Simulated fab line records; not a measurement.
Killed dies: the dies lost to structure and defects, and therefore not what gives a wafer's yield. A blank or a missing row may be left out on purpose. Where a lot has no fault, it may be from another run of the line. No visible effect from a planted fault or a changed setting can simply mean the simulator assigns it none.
Which tool was responsible? -- flow berkeley_cmos170 -- 38 wafers from 14 lots sampled at 5 of the route's 331 steps

== WHAT THE GAUGES READ, wafer by wafer ==
UCB170_PLDD_OVL_MEAS_07. Usual: for PLDD_OVL the level is 7 nm and the standard deviation is 6.1.
lot,measured,on,PLDD_OVL (nm),flag
L430,day 5 21:50,overlay-01,12 13 14,
L431,day 5 22:04,overlay-02,12 16 17,
L435,day 6 20:21,overlay-01,5 -3 -1,
L434,day 6 20:58,overlay-02,6 4 2,
L436,day 7 09:10,overlay-02,9,
L439,day 7 23:40,overlay-01,2 9 0,
L438,day 8 00:21,overlay-02,0,
L442,day 8 14:58,overlay-02,7 11 7,
L446,day 9 08:35,overlay-01,6 13 11,
L449,day 10 01:52,overlay-02,4 5 5,
L448,day 10 01:58,overlay-01,7 8 3,
L452,day 10 16:48,overlay-01,2 1 5,
L451,day 10 17:04,overlay-02,6 13 9,
L453,day 10 21:10,overlay-02,7 5 4,

UCB170_NLDD_CD_MEAS_06 targets a cd of 1200 nm. Usual: cd_nm reads 1200.3 nm (standard deviation 1.3).
lot,measured,on,cd_nm (nm),flag
L430,day 5 23:39,cd_sem-02,1199.0 1199.6 1200.5,
L431,day 5 23:53,cd_sem-01,1199.4 1199.6 1200.2,
L435,day 6 22:23,cd_sem-01,1201.1 1201.4 1202.4,
L434,day 6 22:49,cd_sem-01,1199.5 1200.2 1200.8,
L436,day 7 11:04,cd_sem-01,1201.5,
L439,day 8 01:14,cd_sem-01,1200.9 1201.4 1200.4,
L438,day 8 02:17,cd_sem-01,1201.5,
L442,day 8 16:55,cd_sem-01,1199.2 1200.3 1201.0,
L446,day 9 11:28,cd_sem-01,1199.9 1199.1 1198.6,
L449,day 10 03:42,cd_sem-01,1200.1 1201.3 1200.2,
L448,day 10 04:23,cd_sem-02,1201.1 1198.9 1199.0,
L452,day 10 18:28,cd_sem-01,1200.3 1199.9 1200.5,
L451,day 10 18:49,cd_sem-01,1201.0 1200.6 1200.6,
L453,day 11 00:24,cd_sem-01,1199.1 1199.9 1199.8,

UCB170_SILICIDE_RS_MEAS_02: a four-point-probe measurement. Usual: for SILICIDE_TI_RS the level is 26.4 ohm/sq and the standard deviation is 0.39.
lot,measured,on,SILICIDE_TI_RS (ohm/sq),flag
L430,day 6 13:05,film_metro-04,26.8 26.4 26.7,
L431,day 6 13:02,film_metro-01,26.4 26.8 26.6,
L435,day 7 10:58,film_metro-01,26.2 25.8 25.9,
L434,day 7 10:44,film_metro-01,26.6 26.2 26.5,
L436,day 7 22:07,film_metro-04,32.7 33.1,OFF
L439,day 8 11:15,film_metro-01,26.5 25.9 26.1,
L438,day 8 13:49,film_metro-01,33.0 33.4,OFF
L442,day 9 04:10,film_metro-04,26.5 26.2 26.2,
L446,day 10 00:08,film_metro-03,25.7 25.9 25.7,
L449,day 10 17:25,film_metro-04,25.6 25.7 25.6,
L448,day 10 17:15,film_metro-01,26.9 26.3 26.9,
L452,day 11 06:15,film_metro-04,26.2 26.3 26.3,
L451,day 11 06:02,film_metro-01,26.9 26.8 26.5,
L453,day 11 10:04,film_metro-01,26.7 26.8 27.4,

UCB170_SILICIDE_THK_MEAS_03: measures by xrf. Usual: for SILICIDE_TI_THK the level is 29.8 nm and the standard deviation is 0.42.
lot,measured,on,SILICIDE_TI_THK (nm),flag
L430,day 6 13:11,film_metro-04,29.2 29.6 29.4,
L431,day 6 13:10,film_metro-01,29.7 29.2 29.4,
L435,day 7 11:04,film_metro-01,30.1 30.5 30.4,
L434,day 7 10:50,film_metro-01,29.9 30.1 30.0,
L436,day 8 06:16,film_metro-04,24.9 24.8,OFF
L439,day 8 11:22,film_metro-01,29.7 30.2 30.1,
L438,day 8 18:16,film_metro-01,24.6 24.7,OFF
L442,day 9 04:17,film_metro-04,29.7 29.8 29.9,
L446,day 10 00:15,film_metro-03,30.6 30.3 30.6,
L449,day 10 17:32,film_metro-04,30.5 30.4 30.5,
L448,day 10 17:21,film_metro-01,29.2 29.8 29.2,
L452,day 11 06:22,film_metro-04,30.0 29.8 29.9,
L451,day 11 06:10,film_metro-01,29.2 29.2 29.5,
L453,day 11 10:11,film_metro-01,29.4 29.2 28.7,

== WHAT TOOL EACH LOT RAN ON (gives the tool, then ch and the chambers of the sampled wafers, and finally the start) ==
lot,UCB170_SILICIDE_SPUTTER_01
L430,"pvd_sputter-02, day 6 13:01"
L431,"pvd_sputter-01, day 6 13:01"
L435,"pvd_sputter-01, day 7 10:53"
L434,"pvd_sputter-02, day 7 10:29"
L436,"pvd_sputter-02, day 7 22:02"
L439,"pvd_sputter-04, day 8 11:12"
L438,"pvd_sputter-02, day 8 13:44"
L442,"pvd_sputter-04, day 9 04:08"
L446,"pvd_sputter-04, day 10 00:05"
L449,"pvd_sputter-04, day 10 17:23"
L448,"pvd_sputter-01, day 10 17:11"
L452,"pvd_sputter-02, day 11 06:12"
L451,"pvd_sputter-04, day 11 06:01"
L453,"pvd_sputter-01, day 11 10:01"
- UCB170_SILICIDE_SPUTTER_01: material Ti, target thk 30 nm, time 25 s.

== AS READ BY THE TOOLS THEMSELVES (means over the sampled wafers that have a number; for cases with no such wafer, the mark the record gives instead) ==
UCB170_SILICIDE_SPUTTER_01. Usual: throttle_valve_pct reads 30.1 % (standard deviation 0.95).
lot,tool,throttle_valve_pct (%),flag
L430,pvd_sputter-02,30.3,
L431,pvd_sputter-01,30.4,
L435,pvd_sputter-01,29.3,
L434,pvd_sputter-02,30.4,
L436,pvd_sputter-02,30.5,
L439,pvd_sputter-04,29.1,
L438,pvd_sputter-02,30.8,
L442,pvd_sputter-04,29.5,
L446,pvd_sputter-04,29.1,
L449,pvd_sputter-04,29.7,
L448,pvd_sputter-01,30.0,
L452,pvd_sputter-02,30.2,
L451,pvd_sputter-04,29.7,
L453,pvd_sputter-01,29.4,

== THE ANSWER, worked out from the rows above alone ==
Rule: take the mean of a lot's wafers that have a number; if it is more than 3 standard deviations from the usual mean, the lot is off. A lot without any number at a reading at which 4 lots or more have one is off too. Any other lot the step has rows for is counted as sound. After the gauges, taken in route order, come the tools' own readings; for these a lot's mean is taken, as printed above. At the first step where some lot is off, the reading lying furthest off is the one used; lots without a number count as furthest.
Off: L436, L438, seen at UCB170_SILICIDE_RS_MEAS_02 (SILICIDE_TI_RS).
A tool fits if, at a process step before that reading, it ran every lot that is off, and no sound lot after the first of them. Those tools and the gauges at UCB170_SILICIDE_RS_MEAS_02 are tried in the same way. Of those tried, none fits.

== WHAT THE SIMULATOR HAD PUT IN ==
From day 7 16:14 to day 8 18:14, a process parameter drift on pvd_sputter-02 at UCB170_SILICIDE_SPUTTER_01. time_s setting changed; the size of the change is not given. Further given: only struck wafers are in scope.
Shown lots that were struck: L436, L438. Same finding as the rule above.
